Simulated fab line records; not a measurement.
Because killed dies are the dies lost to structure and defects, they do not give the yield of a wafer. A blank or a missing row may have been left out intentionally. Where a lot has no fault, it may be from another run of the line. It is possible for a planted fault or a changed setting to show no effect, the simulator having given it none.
fab line records :: flow rit-cmos :: part 2 of 2: steps 30 to 42 of 42
[record]
  lots = 5
  wafers = 15
  last-day = 8
route steps=202 shown PLDD@159 NLDD@160 SILICIDE@161 CONTACT@168 M1@184
lots that met no fault: from a run of the same line without faults
start-h: hours from the record's first day to the start of the lot's first wafer shown :: wait-h: hours since the lot's step before :: " same as the row above :: L1.1+2: a single row standing in for several wafers :: - no value, or no start was given :: * or withheld: withheld :: < > ~ a bound
route shown NAME@n: a module of which the file shows steps, and the number in the route of the first :: usual: mean/standard deviation taken from wafers without a fault :: same: alike in all rows :: chamber/n: place in a boat :: sites: each site's reading :: _std_site: the standard deviation of these :: _edge_site: inner sites' mean taken away from outer sites' mean :: radius-mm: for every site, how far away it sits from the centre of the wafer :: mask NAME#n: copy n :: behind: the most recent tool/chamber to have shaped the wafer :: hold: why the lot was held/for how many hours/how that ended :: device: which transistor (n, p or np) failed to switch :: end of line: tests run on the same wafers once the route is complete :: a step without rows: its recipe alone :: killed: at the first sort, the dies lost to defects and structure; wafer yield is something else :: map: shows each die of a wafer: x if killed, . if not, _ if none is there
set.NAME: setting as actually run; set.NAME@STEP: the setting as run at that earlier step :: model.NAME: the simulator's own value behind a step, which no gauge read
lots at some steps of the route; a table a step, a row a wafer
services: a tool's chamber out of use, with start hour (start-h, from the record's first day; less than 0 if before it), hours out, and reason
[[steps]]
[step RIT_M1_COAT_04]
[recipe]
  resist = NOVOLAK
  spin-rpm = 2000
  resist-thk-nm = 1300
lot.wafer: L077.3+4+6
tool: litho-track-02
chamber: 0
start-h: 82.56
wait-h: 0.1

lot.wafer: L088.2+3+5
tool: litho-track-04
chamber: 0
start-h: 129.21
wait-h: 0.1

lot.wafer: L087.1+5+6
tool: litho-track-02
chamber: 0
start-h: 129.41
wait-h: 0.1

lot.wafer: L091.3+4+5
tool: litho-track-01
chamber: 0
start-h: 146.45
wait-h: 0.1

lot.wafer: L096.3+5+6
tool: litho-track-02
chamber: 0
start-h: 177.29
wait-h: 0.1
[step RIT_M1_SOFTBAKE_05]
[recipe]
  resist = NOVOLAK
  temp-c = 90
  time-s = 60
lot.wafer: L077.3+4+6
tool: litho-track-02
chamber: 0
start-h: 82.71
wait-h: 0.1

lot.wafer: L088.2+3+5
tool: litho-track-04
chamber: 0
start-h: 129.36
wait-h: 0.1

lot.wafer: L087.1+5+6
tool: litho-track-02
chamber: 0
start-h: 129.56
wait-h: 0.1

lot.wafer: L091.3+4+5
tool: litho-track-01
chamber: 0
start-h: 146.60
wait-h: 0.1

lot.wafer: L096.3+5+6
tool: litho-track-02
chamber: 0
start-h: 177.44
wait-h: 0.1
[step RIT_M1_EXPOSE_06]
[recipe]
  mask-id = M12
  na = 0.6
  source-shape = conventional
  sigma-outer = 0.5
  target-cd-nm = 2600
  dose-mj = 253
lot.wafer: L077.3+4+6
tool: iline-stepper-02
chamber: 0
start-h: 82.85
wait-h: 0.1
mask: M12#0

lot.wafer: L088.2+3+5
tool: iline-stepper-01
chamber: 0
start-h: 129.50
wait-h: 0.1
mask: M12#0

lot.wafer: L087.1+5+6
tool: iline-stepper-01
chamber: 0
start-h: 129.71
wait-h: 0.1
mask: M12#0

lot.wafer: L091.3+4+5
tool: iline-stepper-02
chamber: 0
start-h: 146.86
wait-h: 0.2
mask: M12#0

lot.wafer: L096.3+5+6
tool: iline-stepper-02
chamber: 0
start-h: 177.58
wait-h: 0.1
mask: M12#0
[step RIT_M1_PEB_07]
[recipe]
  resist = NOVOLAK
  temp-c = withheld
  time-s = withheld
lot.wafer: L077.3+4+6
tool: litho-track-02
chamber: 0
start-h: 82.98
wait-h: 0.1

lot.wafer: L088.2+3+5
tool: litho-track-01
chamber: 0
start-h: 129.62
wait-h: 0.1

lot.wafer: L087.1+5+6
tool: litho-track-02
chamber: 0
start-h: 129.83
wait-h: 0.1

lot.wafer: L091.3+4+5
tool: litho-track-04
chamber: 0
start-h: 146.99
wait-h: 0.1

lot.wafer: L096.3+5+6
tool: litho-track-04
chamber: 0
start-h: 177.70
wait-h: 0.1
[step RIT_M1_DEVELOP_08]
[recipe]
  resist = NOVOLAK
  develop-time-s = 68
  dev-temp-c = 23
lot.wafer: L077.3+4+6
tool: litho-track-02
chamber: 0
start-h: -
wait-h: -

lot.wafer: L088.2+3+5
tool: litho-track-01
chamber: 0
start-h: -
wait-h: -

lot.wafer: L087.1+5+6
tool: litho-track-02
chamber: 0
start-h: -
wait-h: -

lot.wafer: L091.3+4+5
tool: litho-track-04
chamber: 0
start-h: -
wait-h: -

lot.wafer: L096.3+5+6
tool: litho-track-04
chamber: 0
start-h: -
wait-h: -
[step RIT_M1_CD_MEAS_09]
[recipe]
  target-cd-nm = 2600
[usual]
  cd-nm = 2599.3/2.1
lot.wafer: L077.3
tool: cd-sem-02
chamber: -
start-h: 83.28
wait-h: -
cd-nm: 2596.4

lot.wafer: L077.4
tool: cd-sem-02
chamber: -
start-h: 83.28
wait-h: -
cd-nm: 2597.8

lot.wafer: L077.6
tool: cd-sem-02
chamber: -
start-h: 83.28
wait-h: -
cd-nm: 2597.4

lot.wafer: L088.2
tool: cd-sem-01
chamber: -
start-h: 129.93
wait-h: -
cd-nm: 2600.9

lot.wafer: L088.3
tool: cd-sem-01
chamber: -
start-h: 129.93
wait-h: -
cd-nm: 2600.0

lot.wafer: L088.5
tool: cd-sem-01
chamber: -
start-h: 129.93
wait-h: -
cd-nm: 2597.8

lot.wafer: L087.1
tool: cd-sem-01
chamber: -
start-h: 130.14
wait-h: -
cd-nm: 2603.2

lot.wafer: L087.5
tool: cd-sem-01
chamber: -
start-h: 130.14
wait-h: -
cd-nm: 2603.3

lot.wafer: L087.6
tool: cd-sem-01
chamber: -
start-h: 130.14
wait-h: -
cd-nm: 2602.1

lot.wafer: L091.3
tool: cd-sem-02
chamber: -
start-h: 147.29
wait-h: -
cd-nm: 2597.4

lot.wafer: L091.4
tool: cd-sem-02
chamber: -
start-h: 147.29
wait-h: -
cd-nm: 2598.0

lot.wafer: L091.5
tool: cd-sem-02
chamber: -
start-h: 147.29
wait-h: -
cd-nm: 2596.8

lot.wafer: L096.3
tool: cd-sem-02
chamber: -
start-h: 178.01
wait-h: -
cd-nm: 2597.0

lot.wafer: L096.5
tool: cd-sem-02
chamber: -
start-h: 178.01
wait-h: -
cd-nm: 2598.0

lot.wafer: L096.6
tool: cd-sem-02
chamber: -
start-h: 178.01
wait-h: -
cd-nm: 2601.0
[step RIT_M1_OVL_MEAS_10]
[usual]
  M1_OVL = -0.6/1.3
lot.wafer: L077.3
tool: overlay-01
chamber: -
start-h: 83.37
wait-h: 0.1
M1_OVL[nm]: -2.3

lot.wafer: L077.4
tool: overlay-01
chamber: -
start-h: 83.37
wait-h: 0.1
M1_OVL[nm]: -1.5

lot.wafer: L077.6
tool: overlay-01
chamber: -
start-h: 83.37
wait-h: 0.1
M1_OVL[nm]: -0.7

lot.wafer: L088.2
tool: overlay-02
chamber: -
start-h: 130.04
wait-h: 0.1
M1_OVL[nm]: -1.9

lot.wafer: L088.3
tool: overlay-02
chamber: -
start-h: 130.04
wait-h: 0.1
M1_OVL[nm]: 0.0

lot.wafer: L088.5
tool: overlay-02
chamber: -
start-h: 130.04
wait-h: 0.1
M1_OVL[nm]: -0.1

lot.wafer: L087.1
tool: overlay-02
chamber: -
start-h: 130.26
wait-h: 0.1
M1_OVL[nm]: 0.9

lot.wafer: L087.5
tool: overlay-02
chamber: -
start-h: 130.26
wait-h: 0.1
M1_OVL[nm]: -2.5

lot.wafer: L087.6
tool: overlay-02
chamber: -
start-h: 130.26
wait-h: 0.1
M1_OVL[nm]: -1.8

lot.wafer: L091.3
tool: overlay-02
chamber: -
start-h: 147.39
wait-h: 0.1
M1_OVL[nm]: -1.4

lot.wafer: L091.4
tool: overlay-02
chamber: -
start-h: 147.39
wait-h: 0.1
M1_OVL[nm]: -1.6

lot.wafer: L091.5
tool: overlay-02
chamber: -
start-h: 147.39
wait-h: 0.1
M1_OVL[nm]: -1.3

lot.wafer: L096.3
tool: overlay-02
chamber: -
start-h: 178.10
wait-h: 0.1
M1_OVL[nm]: -1.2

lot.wafer: L096.5
tool: overlay-02
chamber: -
start-h: 178.10
wait-h: 0.1
M1_OVL[nm]: 0.2

lot.wafer: L096.6
tool: overlay-02
chamber: -
start-h: 178.10
wait-h: 0.1
M1_OVL[nm]: 0.9
[step RIT_M1_HARDBAKE_11]
[recipe]
  resist = NOVOLAK
  temp-c = 140
  time-s = 120
lot.wafer: L077.3+4+6
tool: litho-track-02
chamber: 0
start-h: 83.48
wait-h: 0.1

lot.wafer: L088.2+3+5
tool: litho-track-04
chamber: 0
start-h: 130.11
wait-h: 0.1

lot.wafer: L087.1+5+6
tool: litho-track-01
chamber: 0
start-h: 130.36
wait-h: 0.1

lot.wafer: L091.3+4+5
tool: litho-track-04
chamber: 0
start-h: 147.49
wait-h: 0.1

lot.wafer: L096.3+5+6
tool: litho-track-04
chamber: 0
start-h: 178.21
wait-h: 0.1
[step RIT_M1_METAL_ETCH_12]
[recipe]
  stop-on = SiO2
  chemistry = Cl2/BCl3
  target = Al
  time-s = 165
  over-etch-frac = 0.5
  pressure-mtorr = 100
  target-depth-a = 6000
  rf-w = 250
  Cl2_flow_sccm = 60
  bcl3-flow-sccm = 50
[usual]
  drypump-motor-current-A = 5.3/0.34
  oes-product-au = 0.796/0.011
  throttle-valve-pct = 8.28/0.1
lot.wafer: L077.3
tool: rie-metal-02
chamber: 1
start-h: 83.70
wait-h: 0.2
drypump-motor-current-A: 5.0
oes-product-au: 0.791
rf-hours-counter-h: -
throttle-valve-pct: 8.10

lot.wafer: L077.4
tool: rie-metal-02
chamber: 0
start-h: 83.70
wait-h: 0.2
drypump-motor-current-A: 5.5
oes-product-au: 0.804
rf-hours-counter-h: -
throttle-valve-pct: 8.40

lot.wafer: L077.6
tool: rie-metal-02
chamber: 1
start-h: 83.70
wait-h: 0.2
drypump-motor-current-A: 5.0
oes-product-au: 0.788
rf-hours-counter-h: -
throttle-valve-pct: 8.10

lot.wafer: L088.2
tool: rie-metal-03
chamber: 0
start-h: 130.32
wait-h: 0.2
drypump-motor-current-A: 5.6
oes-product-au: 0.800
rf-hours-counter-h: 1
throttle-valve-pct: 8.37

lot.wafer: L088.3
tool: rie-metal-03
chamber: 1
start-h: 130.32
wait-h: 0.2
drypump-motor-current-A: 4.9
oes-product-au: 0.800
rf-hours-counter-h: -
throttle-valve-pct: 8.22

lot.wafer: L088.5
tool: rie-metal-03
chamber: 0
start-h: 130.32
wait-h: 0.2
drypump-motor-current-A: 5.6
oes-product-au: 0.801
rf-hours-counter-h: -
throttle-valve-pct: 8.37

lot.wafer: L087.1
tool: rie-metal-01
chamber: 1
start-h: 130.61
wait-h: 0.2
drypump-motor-current-A: 5.3
oes-product-au: 0.803
rf-hours-counter-h: 5
throttle-valve-pct: 8.37

lot.wafer: L087.5
tool: rie-metal-01
chamber: 1
start-h: 130.61
wait-h: 0.2
drypump-motor-current-A: 5.3
oes-product-au: 0.797
rf-hours-counter-h: -
throttle-valve-pct: 8.38

lot.wafer: L087.6
tool: rie-metal-01
chamber: 0
start-h: 130.61
wait-h: 0.2
drypump-motor-current-A: 5.8
oes-product-au: 0.778
rf-hours-counter-h: -
throttle-valve-pct: 8.19

lot.wafer: L091.3
tool: rie-metal-03
chamber: 0
start-h: 147.71
wait-h: 0.2
drypump-motor-current-A: 5.6
oes-product-au: 0.800
rf-hours-counter-h: -
throttle-valve-pct: 8.37

lot.wafer: L091.4
tool: rie-metal-03
chamber: 1
start-h: 147.71
wait-h: 0.2
drypump-motor-current-A: 4.9
oes-product-au: 0.813
rf-hours-counter-h: -
throttle-valve-pct: 8.23

lot.wafer: L091.5
tool: rie-metal-03
chamber: 1
start-h: 147.71
wait-h: 0.2
drypump-motor-current-A: 4.9
oes-product-au: 0.800
rf-hours-counter-h: -
throttle-valve-pct: 8.22

lot.wafer: L096.3
tool: rie-metal-03
chamber: 0
start-h: 178.43
wait-h: 0.2
drypump-motor-current-A: 5.6
oes-product-au: 0.806
rf-hours-counter-h: -
throttle-valve-pct: 8.39

lot.wafer: L096.5
tool: rie-metal-03
chamber: 1
start-h: 178.43
wait-h: 0.2
drypump-motor-current-A: 4.9
oes-product-au: 0.806
rf-hours-counter-h: -
throttle-valve-pct: 8.24

lot.wafer: L096.6
tool: rie-metal-03
chamber: 0
start-h: 178.43
wait-h: 0.2
drypump-motor-current-A: 5.6
oes-product-au: 0.815
rf-hours-counter-h: -
throttle-valve-pct: 8.37
[step RIT_M1_STRIP_13]
[recipe]
  chemistry = nmp
  resist = NOVOLAK
  temp-c = 80
  time-s = 600
  dry = n2-spin
lot.wafer: L077.3+4+6
tool: wet-bench-04
chamber: 3
start-h: 83.81
wait-h: 0.1

lot.wafer: L088.2+3+5
tool: wet-bench-04
chamber: 0
start-h: 130.48
wait-h: 0.1

lot.wafer: L087.1+5+6
tool: wet-bench-01
chamber: 1
start-h: 130.77
wait-h: 0.1

lot.wafer: L091.3+4+5
tool: wet-bench-04
chamber: 2
start-h: 147.82
wait-h: 0.1

lot.wafer: L096.3+5+6
tool: wet-bench-03
chamber: 3
start-h: 178.54
wait-h: 0.1
[step RIT_M1_STRIP_14]
[recipe]
  chemistry = O2
  time-s = 180
  platen-temp-c = withheld
  power-w = 500
  pressure-mtorr = 4000
  o2-flow-sccm = 4000
[usual]
  drypump-motor-current-A = 6.1/0.36
lot.wafer: L077.3
tool: plasma-asher-01
chamber: 0
start-h: 84.04
wait-h: 0.1
drypump-motor-current-A: 5.7
rf-hours-counter-h: -

lot.wafer: L077.4
tool: plasma-asher-01
chamber: 1
start-h: 84.04
wait-h: 0.1
drypump-motor-current-A: 6.4
rf-hours-counter-h: -

lot.wafer: L077.6
tool: plasma-asher-01
chamber: 1
start-h: 84.04
wait-h: 0.1
drypump-motor-current-A: 6.4
rf-hours-counter-h: -

lot.wafer: L088.2
tool: plasma-asher-03
chamber: 1
start-h: 130.67
wait-h: 0.0
drypump-motor-current-A: 5.8
rf-hours-counter-h: 48

lot.wafer: L088.3
tool: plasma-asher-03
chamber: 0
start-h: 130.67
wait-h: 0.0
drypump-motor-current-A: 5.8
rf-hours-counter-h: -

lot.wafer: L088.5
tool: plasma-asher-03
chamber: 1
start-h: 130.67
wait-h: 0.0
drypump-motor-current-A: 5.8
rf-hours-counter-h: -

lot.wafer: L087.1
tool: plasma-asher-04
chamber: 1
start-h: 130.96
wait-h: 0.0
drypump-motor-current-A: 6.3
rf-hours-counter-h: 31

lot.wafer: L087.5
tool: plasma-asher-04
chamber: 1
start-h: 130.96
wait-h: 0.0
drypump-motor-current-A: 6.3
rf-hours-counter-h: -

lot.wafer: L087.6
tool: plasma-asher-04
chamber: 0
start-h: 130.96
wait-h: 0.0
drypump-motor-current-A: 6.7
rf-hours-counter-h: -

lot.wafer: L091.3
tool: plasma-asher-03
chamber: 0
start-h: 148.07
wait-h: 0.1
drypump-motor-current-A: 5.8
rf-hours-counter-h: -

lot.wafer: L091.4
tool: plasma-asher-03
chamber: 1
start-h: 148.07
wait-h: 0.1
drypump-motor-current-A: 5.8
rf-hours-counter-h: -

lot.wafer: L091.5
tool: plasma-asher-03
chamber: 0
start-h: 148.07
wait-h: 0.1
drypump-motor-current-A: 5.8
rf-hours-counter-h: -

lot.wafer: L096.3
tool: plasma-asher-01
chamber: 1
start-h: 178.77
wait-h: 0.1
drypump-motor-current-A: 6.4
rf-hours-counter-h: -

lot.wafer: L096.5
tool: plasma-asher-01
chamber: 0
start-h: 178.77
wait-h: 0.1
drypump-motor-current-A: 5.7
rf-hours-counter-h: -

lot.wafer: L096.6
tool: plasma-asher-01
chamber: 1
start-h: 178.77
wait-h: 0.1
drypump-motor-current-A: 6.4
rf-hours-counter-h: -
[step RIT_M1_CD_MEAS_90]
[recipe]
  target-cd-nm = 2600
[usual]
  cd-nm = 2598.6/2.6
lot.wafer: L077.3
tool: cd-sem-02
chamber: -
start-h: 84.20
wait-h: 0.1
cd-nm: 2596.3

lot.wafer: L077.4
tool: cd-sem-02
chamber: -
start-h: 84.20
wait-h: 0.1
cd-nm: 2595.5

lot.wafer: L077.6
tool: cd-sem-02
chamber: -
start-h: 84.20
wait-h: 0.1
cd-nm: 2598.3

lot.wafer: L088.2
tool: cd-sem-01
chamber: -
start-h: 130.86
wait-h: 0.1
cd-nm: 2599.3

lot.wafer: L088.3
tool: cd-sem-01
chamber: -
start-h: 130.86
wait-h: 0.1
cd-nm: 2597.8

lot.wafer: L088.5
tool: cd-sem-01
chamber: -
start-h: 130.86
wait-h: 0.1
cd-nm: 2596.5

lot.wafer: L087.1
tool: cd-sem-01
chamber: -
start-h: 131.21
wait-h: 0.2
cd-nm: 2604.3

lot.wafer: L087.5
tool: cd-sem-01
chamber: -
start-h: 131.21
wait-h: 0.2
cd-nm: 2604.0

lot.wafer: L087.6
tool: cd-sem-01
chamber: -
start-h: 131.21
wait-h: 0.2
cd-nm: 2604.1

lot.wafer: L091.3
tool: cd-sem-01
chamber: -
start-h: 148.23
wait-h: 0.1
cd-nm: 2595.1

lot.wafer: L091.4
tool: cd-sem-01
chamber: -
start-h: 148.23
wait-h: 0.1
cd-nm: 2596.4

lot.wafer: L091.5
tool: cd-sem-01
chamber: -
start-h: 148.23
wait-h: 0.1
cd-nm: 2595.2

lot.wafer: L096.3
tool: cd-sem-01
chamber: -
start-h: 178.93
wait-h: 0.1
cd-nm: 2596.9

lot.wafer: L096.5
tool: cd-sem-01
chamber: -
start-h: 178.93
wait-h: 0.1
cd-nm: 2596.2

lot.wafer: L096.6
tool: cd-sem-01
chamber: -
start-h: 178.93
wait-h: 0.1
cd-nm: 2600.7
[step RIT_M1_ANNEAL_15]
[recipe]
  temp-c = 451.7
  time-s = 1800
  ambient = forming_gas_H2N2
lot.wafer: L077.3+4+6
tool: furnace-02
chamber: 0
start-h: 84.28
wait-h: 0.1

lot.wafer: L088.2+3+5
tool: furnace-02
chamber: 0
start-h: 130.96
wait-h: 0.1

lot.wafer: L087.1+5+6
tool: furnace-02
chamber: 0
start-h: 132.46
wait-h: 1.2

lot.wafer: L091.3+4+5
tool: furnace-02
chamber: 0
start-h: 148.31
wait-h: 0.1

lot.wafer: L096.3+5+6
tool: furnace-02
chamber: 0
start-h: 179.01
wait-h: 0.1
[[services]]
tool: rie-diel-04
chamber: 3
start-h: 60.04
hours: 2.2
kind: repair

tool: pvd-sputter-02
chamber: -
start-h: 64.63
hours: 1.8
kind: repair

tool: rie-metal-03
chamber: 0
start-h: 66.60
hours: 8.8
kind: repair

tool: pecvd-03
chamber: -
start-h: 69.56
hours: 1.9
kind: repair

tool: plasma-asher-02
chamber: -
start-h: 72.58
hours: 11.4
kind: pm

tool: pvd-sputter-01
chamber: -
start-h: 73.64
hours: 0.5
kind: repair

tool: pecvd-02
chamber: -
start-h: 77.97
hours: 0.8
kind: repair

tool: rie-diel-03
chamber: 1
start-h: 87.23
hours: 1.5
kind: repair

tool: rie-diel-04
chamber: -
start-h: 107.70
hours: 28.1
kind: pm

tool: plasma-asher-01
chamber: -
start-h: 108.75
hours: 9.0
kind: pm

tool: rie-diel-03
chamber: 0
start-h: 109.68
hours: 10.8
kind: repair

tool: plasma-asher-03
chamber: -
start-h: 110.39
hours: 7.6
kind: repair

tool: pecvd-02
chamber: 1
start-h: 111.42
hours: 8.2
kind: repair

tool: iline-stepper-02
chamber: -
start-h: 114.79
hours: 28.9
kind: pm

tool: pvd-sputter-04
chamber: -
start-h: 116.49
hours: 2.0
kind: repair

tool: rie-metal-03
chamber: -
start-h: 123.14
hours: 2.8
kind: pm

tool: rie-metal-02
chamber: -
start-h: 132.89
hours: 7.4
kind: repair

tool: rie-metal-02
chamber: -
start-h: 140.27
hours: 20.0
kind: pm

tool: rie-metal-03
chamber: -
start-h: 142.83
hours: 0.2
kind: repair

tool: rtp-anneal-02
chamber: -
start-h: 147.55
hours: 5.6
kind: pm

tool: plasma-asher-04
chamber: -
start-h: 158.88
hours: 1.4
kind: repair

tool: pvd-sputter-01
chamber: -
start-h: 159.17
hours: 0.6
kind: repair

tool: plasma-asher-03
chamber: -
start-h: 162.43
hours: 1.9
kind: repair

tool: pecvd-03
chamber: -
start-h: 163.08
hours: 2.4
kind: repair
